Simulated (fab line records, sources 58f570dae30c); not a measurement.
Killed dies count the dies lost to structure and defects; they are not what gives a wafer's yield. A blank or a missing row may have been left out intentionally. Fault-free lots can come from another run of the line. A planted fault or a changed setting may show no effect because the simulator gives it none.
Chamber matching | flow berkeley cmos170 | UCB170_V2_CMP_02 on cmp-01 has 4 sister chambers
The step polishes SiO2. 4 wafers are shown with their chamber, then 9 later ones without.

== WAFERS PAIRED WITH THEIR CHAMBERS ==
wafer  | chamber | motor current A (A)
L245.2 | 3       | 18.7
L245.3 | 2       | 16.1
L250.5 | 1       | 17.0
L250.6 | 0       | 17.2

== WAFERS WITHOUT THEIR CHAMBER ==
wafer  | motor current A (A)
L255.1 | 17.1
L255.5 | 16.4
L255.6 | 17.4
L258.2 | 15.9
L258.4 | 17.5
L258.6 | 16.4
L261.2 | 17.5
L261.3 | 15.4
L261.6 | 16.0

== CHAMBER TAKEN BY EACH ==
wafer  | from the rows above          | in truth
L255.1 | can't be placed: 0 or 1      | 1
L255.5 | can't be placed: 2 or 1 or 0 | 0
L255.6 | can't be placed: 0 or 1      | 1
L258.2 | 2                            | 2
L258.4 | can't be placed: 0 or 1      | 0
L258.6 | can't be placed: 2 or 1 or 0 | 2
L261.2 | can't be placed: 0 or 1      | 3
L261.3 | 2                            | 2
L261.6 | 2                            | 2
Correct placement for 3 of the 9. Cannot be placed on the basis of these rows: 6; the candidates contain the true chamber in 5. Number placed wrongly: 0.
How it was worked out, from the rows above alone: a wafer's distance from a chamber is the root of the sum, over the readings, of the square of ((its reading less the chamber's mean) divided by the reading's scatter). The wafer belongs to the nearest chamber; if the next one is less than 2 further off, it can't be placed. Each chamber's mean is taken over the wafers shown for it. The scatter: root of mean squared gap, hidden wafer to nearest shown wafer, with one shown wafer a chamber.
